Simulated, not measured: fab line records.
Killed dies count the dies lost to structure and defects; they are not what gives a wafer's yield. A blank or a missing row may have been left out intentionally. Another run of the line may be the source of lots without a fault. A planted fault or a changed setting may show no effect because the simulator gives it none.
fab line records | flow ritCmos
record lots=6 wafers=18 lastDay=7
route steps=202 shown PSD@150 SDANNEAL@153 NSD@158 PLDD@159 NLDD@160 SILICIDE@161 M1@202
lots that met no fault: taken from a fault-free run of the same line
startH: start of the lot's first displayed wafer, in hours after the record's first day | waitH: how many hours have passed since the lot's step before this one | " as in the row above | L1.1+2: one row covering several wafers at once | - value missing, or start not given | * or withheld: withheld | < > ~ a bound
route shown NAME@n: names a module that has steps shown in the file, with the first one's number in the route | usual: average and standard deviation across the fault-free wafers | same: alike in all rows | chamber/n: place in a boat | sites: each site's reading | _std_site: standard deviation of those values | _edge_site: outer sites' mean less inner sites' | radiusMm: how far each site lies from the wafer's centre | mask NAME#n: copy n | behind: the most recent tool/chamber to have shaped the wafer | hold: cause of the lot's hold/its duration in hours/its outcome | device: which transistor (n, p or np) failed to switch | end of line: tests run on the same wafers once the route is complete | a step without rows: its recipe alone | killed: not the wafer's yield, but the dies lost to structure and defects at the first sort | map: the dies of a wafer, with x for killed, . for not killed, _ for no die there
set.NAME: the run value of the setting; set.NAME@STEP: its run value at that earlier step | model.NAME: the simulator's own value behind a step, which no gauge read
lots seen at some steps along the route; tables by step, rows by wafer
services: the hour from which a tool's chamber was out of use, counted from the record's first day as startH (under 0 if before that day), plus the number of hours and why
## steps
# step RIT_PSD_IMPLANT_08
# recipe species=BF2 energyKev=27 doseCm2=5e+15 tiltDeg=7
# step RIT_PSD_STRIP_09
# recipe chemistry=O2 timeS=180 resist=NOVOLAK platenTempC=withheld powerW=500 pressureMtorr=4000 o2FlowSccm=4000
# usual drypumpMotorCurrentA=5.5/0.43 o2FlowSccm=4003/12
# same timeS=180
# columns lot.wafer tool chamber startH waitH drypumpMotorCurrentA o2FlowSccm rfHoursCounterH
L732.2 plasmaAsher-02 0 59.45 0.1 5.3 3995 40
L732.4 " 0 " " 5.3 3988 -
L732.5 " 1 " " 6.1 4007 -
L744.3 plasmaAsher-04 1 117.48 0.1 5.2 3998 -
L744.4 " 0 " " 5.8 4007 -
L744.6 " 0 " " 5.8 4010 -
L747.1 plasmaAsher-01 0 129.81 0.1 4.9 3998 49
L747.3 " 1 " " 5.4 3988 -
L747.4 " 0 " " 4.9 4001 -
L748.1 plasmaAsher-02 1 135.30 0.1 6.2 4040 2
L748.3 " 0 " " 5.3 4007 -
L748.4 " 1 " " 6.2 4028 -
L749.1 plasmaAsher-01 0 136.94 0.1 4.9 4027 50
L749.3 " 1 " " 5.4 3997 -
L749.5 " 1 " " 5.4 4005 -
L752.1 plasmaAsher-04 0 150.53 0.1 5.8 3977 39
L752.2 " 1 " " 5.2 4019 39
L752.5 " 0 " " 5.8 3995 -
# step RIT_PSD_TW_MEAS_10
# usual PSD_TW=3426/41
# columns lot.wafer tool chamber startH waitH PSD_TW
L732.2 filmMetro-02 - 59.63 0.1 3381
L732.4 " - " " 3401
L732.5 " - " " 3386
L744.3 filmMetro-03 - 117.62 0.1 3479
L744.4 " - " " 3495
L744.6 " - " " 3491
L747.1 filmMetro-03 - 129.98 0.1 3427
L747.3 " - " " 3447
L747.4 " - " " 3456
L748.1 filmMetro-02 - 135.47 0.1 3394
L748.3 " - " " 3401
L748.4 " - " " 3405
L749.1 filmMetro-03 - 137.11 0.1 3453
L749.3 " - " " 3448
L749.5 " - " " 3447
L752.1 filmMetro-04 - 150.71 0.1 3478
L752.2 " - " " 3464
L752.5 " - " " 3458
# step RIT_SDANNEAL_CLEAN_00
# recipe chemistry=SC1 mix=3:3:50 timeS=600 tempC=75
# step RIT_SDANNEAL_CLEAN_01
# recipe chemistry=dHF dilution=50:1 timeS=30
# step RIT_SDANNEAL_CLEAN_02
# recipe chemistry=SC2 mix=3:3:50 timeS=600 tempC=75 dry=n2Spin
# step RIT_SDANNEAL_RTA_03
# recipe tempC=1050 timeS=5 idleTempC=600 rampUpCPerS=342 rampDownCPerS=171 coolToC=600 ambient=N2
# usual wafer_temp_C_max=1053.4/1.2
# same timeS=5
# columns lot.wafer tool chamber startH waitH wafer_temp_C_max
L732.2 rtpAnneal-02 0 60.25 0.0 1054.6
L732.4 " 0 " " 1053.1
L732.5 " 0 " " 1054.0
L744.3 rtpAnneal-02 0 118.05 0.0 1053.9
L744.4 " 0 " " 1053.9
L744.6 " 0 " " 1052.3
L747.1 rtpAnneal-01 0 130.42 0.0 1053.1
L747.3 " 0 " " 1053.0
L747.4 " 0 " " 1051.4
L748.1 rtpAnneal-02 0 135.93 0.0 1054.0
L748.3 " 0 " " 1054.3
L748.4 " 0 " " 1053.0
L749.1 rtpAnneal-01 0 137.56 0.0 1053.4
L749.3 " 0 " " 1053.7
L749.5 " 0 " " 1051.7
L752.1 rtpAnneal-02 0 151.14 0.0 1052.5
L752.2 " 0 " " 1053.7
L752.5 " 0 " " 1052.2
# step RIT_SDANNEAL_RS_MEAS_04
# recipe thkMeasGauge=four-point-probe
# usual PSD_RS=115.97/0.27
# columns lot.wafer tool chamber startH waitH PSD_RS[ohm/sq]
L732.2 filmMetro-03 - 60.32 0.1 115.61
L732.4 " - " " 115.77
L732.5 " - " " 115.95
L744.3 filmMetro-04 - 118.12 0.1 115.64
L744.4 " - " " 115.87
L744.6 " - " " 115.52
L747.1 filmMetro-03 - 130.48 0.0 116.10
L747.3 " - " " 115.80
L747.4 " - " " 116.11
L748.1 filmMetro-04 - 135.99 0.0 116.32
L748.3 " - " " 115.71
L748.4 " - " " 115.93
L749.1 filmMetro-02 - 137.61 0.0 116.21
L749.3 " - " " 116.07
L749.5 " - " " 116.19
L752.1 filmMetro-04 - 151.20 0.0 116.35
L752.2 " - " " 115.99
L752.5 " - " " 116.49
# step RIT_SDANNEAL_RS_MEAS_05
# recipe thkMeasGauge=four-point-probe
# usual NSD_RS=84.35/0.28
# columns lot.wafer tool chamber startH waitH NSD_RS[ohm/sq]
L732.2 filmMetro-03 - 60.44 0.1 84.36
L732.4 " - " " 84.51
L732.5 " - " " 84.30
L744.3 filmMetro-04 - 118.24 0.1 84.08
L744.4 " - " " 83.71
L744.6 " - " " 83.90
L747.1 filmMetro-03 - 130.60 0.1 84.65
L747.3 " - " " 84.67
L747.4 " - " " 84.58
L748.1 filmMetro-04 - 136.11 0.1 84.62
L748.3 " - " " 84.82
L748.4 " - " " 84.97
L749.1 filmMetro-02 - 137.73 0.1 84.84
L749.3 " - " " 84.63
L749.5 " - " " 84.89
L752.1 filmMetro-04 - 151.32 0.1 84.38
L752.2 " - " " 84.40
L752.5 " - " " 84.35
# step RIT_SDANNEAL_RS_MEAS_06
# recipe thkMeasGauge=four-point-probe
# usual PLDD_RS=179.0/0.4
# columns lot.wafer tool chamber startH waitH PLDD_RS[ohm/sq]
L732.2 filmMetro-03 - 60.56 0.1 179.2
L732.4 " - " " 179.0
L732.5 " - " " 179.5
L744.3 filmMetro-04 - 118.36 0.1 178.1
L744.4 " - " " 178.6
L744.6 " - " " 178.7
L747.1 filmMetro-03 - 130.72 0.1 179.4
L747.3 " - " " 179.0
L747.4 " - " " 178.9
L748.1 filmMetro-04 - 136.23 0.1 179.1
L748.3 " - " " 179.2
L748.4 " - " " 179.7
L749.1 filmMetro-02 - 137.85 0.1 179.6
L749.3 " - " " 179.8
L749.5 " - " " 179.6
L752.1 filmMetro-04 - 151.44 0.1 180.2
L752.2 " - " " 179.2
L752.5 " - " " 179.8
# step RIT_SDANNEAL_RS_MEAS_07
# recipe thkMeasGauge=four-point-probe
# usual NLDD_RS=151.6/0.54
# columns lot.wafer tool chamber startH waitH NLDD_RS[ohm/sq]
L732.2 filmMetro-03 - 60.68 0.1 150.6
L732.4 " - " " 151.2
L732.5 " - " " 151.0
L744.3 filmMetro-04 - 118.48 0.1 151.7
L744.4 " - " " 151.5
L744.6 " - " " 152.0
L747.1 filmMetro-03 - 130.84 0.1 151.9
L747.3 " - " " 151.5
L747.4 " - " " 151.2
L748.1 filmMetro-04 - 136.35 0.1 151.5
L748.3 " - " " 151.8
L748.4 " - " " 152.2
L749.1 filmMetro-02 - 137.97 0.1 152.0
L749.3 " - " " 151.7
L749.5 " - " " 151.4
L752.1 filmMetro-04 - 151.56 0.1 152.2
L752.2 " - " " 152.1
L752.5 " - " " 152.0
# step RIT_SILICIDE_WET_ETCH_00
# recipe chemistry=BOE target=SiO2 targetDepthNm=14 timeS=15 dry=n2Spin dilution=10:1 tempC=21.5
# step RIT_SILICIDE_SPUTTER_01
# recipe material=Ti targetThkNm=30 powerW=350 chamberPressurePa=0.667 gas=Ar timeS=229.8 substrateTempC=25
# usual cathodeDcPowerW=349.99/0.058 chamberPressurePa=0.6671/0.0012 throttleValvePct=30.2/0.55 timeS=229.8/0
# columns lot.wafer tool chamber startH waitH cathodeDcPowerW chamberPressurePa throttleValvePct timeS
L732.2 pvdSputter-04 - 60.79 0.0 350.01 0.6664 30.5 229.8
L732.4 " - " " 350.02 0.6670 29.8 229.8
L732.5 " - " " 349.91 0.6683 30.3 229.8
L744.3 pvdSputter-01 - 118.58 0.0 350.01 0.6671 30.8 229.8
L744.4 " - " " 350.07 0.6688 31.1 229.8
L744.6 " - " " 349.91 0.6677 31.2 229.8
L747.1 pvdSputter-02 - 130.98 0.0 - - - -
L747.3 " - " " - - - -
L747.4 " - " " - - - -
L748.1 pvdSputter-04 - 136.48 0.0 - - - -
L748.3 " - " " - - - -
L748.4 " - " " - - - -
L749.1 pvdSputter-02 - 138.11 0.0 350.03 0.6687 30.5 229.8
L749.3 " - " " 349.97 0.6668 29.9 229.8
L749.5 " - " " 350.08 0.6646 30.4 229.8
L752.1 pvdSputter-04 - 151.70 0.0 350.00 0.6663 30.0 229.8
L752.2 " - " " 349.95 0.6688 31.0 229.8
L752.5 " - " " 349.92 0.6659 30.3 229.8
# step RIT_SILICIDE_RS_MEAS_02
# recipe thkMeasGauge=four-point-probe reads=Ti_of_SILICIDE_SPUTTER_01
# usual SILICIDE_TI_RS=50.3/0.56
# columns lot.wafer tool chamber startH waitH SILICIDE_TI_RS[ohm/sq]
L732.2 filmMetro-01 - 60.96 0.1 49.5
L732.4 " - " " 49.6
L732.5 " - " " 49.5
L744.3 filmMetro-02 - 118.77 0.1 51.0
L744.4 " - " " 51.5
L744.6 " - " " 50.5
L747.1 filmMetro-04 - 131.13 0.1 -
L747.3 " - " " -
L747.4 " - " " -
L748.1 filmMetro-01 - 136.63 0.1 -
L748.3 " - " " -
L748.4 " - " " -
L749.1 filmMetro-04 - 138.26 0.1 51.0
L749.3 " - " " 50.7
L749.5 " - " " 51.4
L752.1 filmMetro-01 - 151.85 0.1 50.3
L752.2 " - " " 50.3
L752.5 " - " " 49.9
# step RIT_SILICIDE_THK_MEAS_03
# recipe thkMeasGauge=xrf reads=Ti_of_SILICIDE_SPUTTER_01
# usual SILICIDE_TI_THK=29.1/0.31
# columns lot.wafer tool chamber startH waitH SILICIDE_TI_THK[nm]
L732.2 filmMetro-01 - 61.07 0.1 29.2
L732.4 " - " " 29.0
L732.5 " - " " 29.1
L744.3 filmMetro-02 - 118.87 0.1 29.0
L744.4 " - " " 28.9
L744.6 " - " " 29.3
L747.1 filmMetro-04 - 131.25 0.1 <0.0
L747.3 " - " " <0.0
L747.4 " - " " <0.0
L748.1 filmMetro-01 - 136.75 0.1 <0.0
L748.3 " - " " <0.0
L748.4 " - " " <0.0
L749.1 filmMetro-04 - 138.38 0.1 29.0
L749.3 " - " " 29.0
L749.5 " - " " 28.8
L752.1 filmMetro-01 - 151.97 0.1 28.7
L752.2 " - " " 28.8
L752.5 " - " " 29.2
# step RIT_SILICIDE_RTA_04
# recipe tempC=650 timeS=10 idleTempC=25 rampUpS=5 rampDownS=5 coolToC=25 ambient=N2
# usual wafer_temp_C_max=652.5/0.87
# same timeS=10
# columns lot.wafer tool chamber startH waitH wafer_temp_C_max
L732.2 rtpAnneal-02 0 61.13 0.1 652.2
L732.4 " 0 " " 651.5
L732.5 " 0 " " 652.0
L744.3 rtpAnneal-01 0 118.93 0.1 653.1
L744.4 " 0 " " 652.6
L744.6 " 0 " " 652.7
L747.1 rtpAnneal-02 0 131.31 0.1 651.4
L747.3 " 0 " " 651.6
L747.4 " 0 " " 651.8
L748.1 rtpAnneal-01 0 136.81 0.1 653.6
L748.3 " 0 " " 652.6
L748.4 " 0 " " 653.2
L749.1 rtpAnneal-02 0 138.44 0.1 651.8
L749.3 " 0 " " 652.1
L749.5 " 0 " " 651.5
L752.1 rtpAnneal-01 0 152.03 0.1 652.8
L752.2 " 0 " " 653.9
L752.5 " 0 " " 653.6
# step RIT_M1_PROBE_99
# usual killedAtContacts=0.1/0.27 killedAtFrontEnd=7/3.3 killedDies=7/3.3 killedOnRim=2.0/1.5 killedOpen=3.5/2 killedShort=3.8/2.2
# same grossDies=264 killed_at_M0_to_M3=0 killed_at_M4_up=0 killedAtBackSide=0 killedAtOther=0
# columns lot.wafer tool chamber startH waitH killedAtContacts killedAtFrontEnd killedDies killedOnRim killedOpen killedShort
L747.1 prober-01 - 138.08 0.1 0 264 264 70 13 6
L747.3 prober-01 - 138.18 0.2 0 264 264 70 8 10
L747.4 prober-01 - 138.23 0.2 0 264 264 70 6 7
L748.1 prober-02 - 143.54 0.1 0 264 264 70 3 4
L748.3 prober-02 - 143.64 0.2 0 264 264 70 2 8
L748.4 prober-02 - 143.69 0.2 0 264 264 70 2 5
L749.1 prober-01 - 145.04 0.1 0 13 13 4 5 8
L749.3 prober-01 - 145.14 0.2 0 6 6 3 4 2
L749.5 prober-01 - 145.24 0.2 0 1 1 0 1 0
L752.1 prober-02 - 158.58 0.1 0 4 4 0 0 4
L752.2 prober-02 - 158.63 0.1 0 6 6 0 1 5
L752.5 prober-02 - 158.78 0.2 0 9 9 4 3 6
# killed by level:class
L747.1 SILICIDE:areaSputter=245 SPACER:geometricParticle:open=6 GATE:geometricParticle:open=5 GATE:geometricParticle:short=3 SPACER:geometricParticle:short=3 FOX1:geometricParticle:open=1 FOX2:geometricParticle:open=1
L747.3 SILICIDE:areaSputter=246 SPACER:geometricParticle:short=7 FOX1:geometricParticle:open=3 SPACER:geometricParticle:open=3 FOX1:geometricParticle:short=1 GATE:geometricParticle:short=1 GATE:geometricParticle:open=1 REOX:geometricParticle:open=1
L747.4 SILICIDE:areaSputter=251 GATE:geometricParticle:open=4 GATE:geometricParticle:short=3 FOX1:geometricParticle:short=2 REOX:geometricParticle:short=2 FOX1:geometricParticle:open=1 SPACER:geometricParticle:open=1
L748.1 SILICIDE:areaSputter=257 GATE:geometricParticle:short=3 FOX1:geometricParticle:open=1 FOX2:geometricParticle:open=1 SPACER:geometricParticle:short=1 SPACER:geometricParticle:open=1
L748.3 SILICIDE:areaSputter=254 GATE:geometricParticle:short=4 FOX1:geometricParticle:short=1 FOX2:geometricParticle:open=1 FOX2:geometricParticle:short=1 REOX:geometricParticle:short=1 REOX:geometricParticle:open=1 SPACER:geometricParticle:short=1
L748.4 SILICIDE:areaSputter=257 GATE:geometricParticle:short=4 GATE:geometricParticle:open=2 REOX:geometricParticle:short=1
L749.1 FOX1:geometricParticle:open=3 FOX1:geometricParticle:short=3 GATE:geometricParticle:short=2 SILICIDE:geometricParticle:short=2 FOX2:geometricParticle:open=1 REOX:geometricParticle:short=1 SPACER:geometricParticle:open=1
L749.3 FOX1:geometricParticle:open=3 FOX1:geometricParticle:short=1 SPACER:geometricParticle:open=1 SILICIDE:geometricParticle:short=1
L749.5 FOX1:geometricParticle:open=1
L752.1 SPACER:geometricParticle:short=2 GATE:geometricParticle:short=1 REOX:geometricParticle:short=1
L752.2 REOX:geometricParticle:short=3 FOX2:geometricParticle:short=1 GATE:geometricParticle:open=1 SILICIDE:geometricParticle:short=1
L752.5 FOX2:geometricParticle:short=2 SPACER:geometricParticle:short=2 FOX2:geometricParticle:open=1 GATE:geometricParticle:open=1 REOX:geometricParticle:short=1 SPACER:geometricParticle:open=1 SILICIDE:geometricParticle:short=1
# map L747.1 (x killed, . not)
________xxxxxxx_______
_____xxxxxxxxxxxxx____
____xxxxxxxxxxxxxxx___
___xxxxxxxxxxxxxxxxx__
__xxxxxxxxxxxxxxxxxxx_
__xxxxxxxxxxxxxxxxxxx_
_xxxxxxxxxxxxxxxxxxxxx
_xxxxxxxxxxxxxxxxxxxxx
_xxxxxxxxxxxxxxxxxxxxx
_xxxxxxxxxxxxxxxxxxxxx
__xxxxxxxxxxxxxxxxxxx_
__xxxxxxxxxxxxxxxxxxx_
___xxxxxxxxxxxxxxxxx__
____xxxxxxxxxxxxxxx___
_____xxxxxxxxxxxxx____
________xxxxxxx_______
# map L748.1 (x killed, . not)
________xxxxxxx_______
_____xxxxxxxxxxxxx____
____xxxxxxxxxxxxxxx___
___xxxxxxxxxxxxxxxxx__
__xxxxxxxxxxxxxxxxxxx_
__xxxxxxxxxxxxxxxxxxx_
_xxxxxxxxxxxxxxxxxxxxx
_xxxxxxxxxxxxxxxxxxxxx
_xxxxxxxxxxxxxxxxxxxxx
_xxxxxxxxxxxxxxxxxxxxx
__xxxxxxxxxxxxxxxxxxx_
__xxxxxxxxxxxxxxxxxxx_
___xxxxxxxxxxxxxxxxx__
____xxxxxxxxxxxxxxx___
_____xxxxxxxxxxxxx____
________xxxxxxx_______
## services
# columns tool chamber startH hours kind
rtpAnneal-02 - 44.45 3.1 pm
pvdSputter-01 - 50.74 1.9 repair
rtpAnneal-01 - 62.40 5.4 pm
pvdSputter-04 - 83.32 7.8 repair
pvdSputter-01 - 95.82 1.7 repair
plasmaAsher-02 - 108.75 9.0 pm
plasmaAsher-02 0 108.75 9.0 ventCycle
plasmaAsher-02 1 108.75 9.0 ventCycle
plasmaAsher-02 0 117.75 - clean
plasmaAsher-02 1 117.75 - clean
## key
firstSign step=RIT_SILICIDE_SPUTTER_01 reading=toolRecord direction=missing
effect step=RIT_SILICIDE_RS_MEAS_02 reading=SILICIDE_TI_RS direction=missing
effect step=RIT_SILICIDE_THK_MEAS_03 reading=SILICIDE_TI_THK direction=down sigmas=94 usual=29.1 struck=<0.0
effect step=RIT_M1_PROBE_99 reading=killedAtFrontEnd direction=up sigmas=77 usual=7 struck=264
moreKillsBornAt RIT_SILICIDE_SPUTTER_01@pvdSputter-04=768 RIT_SILICIDE_SPUTTER_01@pvdSputter-02=739
metAt RIT_SILICIDE_SPUTTER_01
struckWafers L747.1,L747.3,L747.4,L748.1,L748.3,L748.4
laterRowsLeftOut L747.1,L747.3,L747.4,L748.1,L748.3,L748.4
testerLeftOut L747,L748
onsetBetween 60.79 130.98
fault kind=skippedStepWhole tool=pvdSputter-02,pvdSputter-04 chamber=- onsetH=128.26 steps=RIT_SILICIDE_SPUTTER_01 scope=struckLotsOnly
# testerLeftOut: of these lots the tester's yield and bins aren't shown, on N5 and GAA mostly nor the transistor test; their killed dies are dies lost to structure and defects alone, not to doping, threshold or leakage, so they don't give the yield
# laterRowsLeftOut: the simulator's readings of these wafers behind a module that went badly wrong aren't trusted and aren't shown, but for the sort
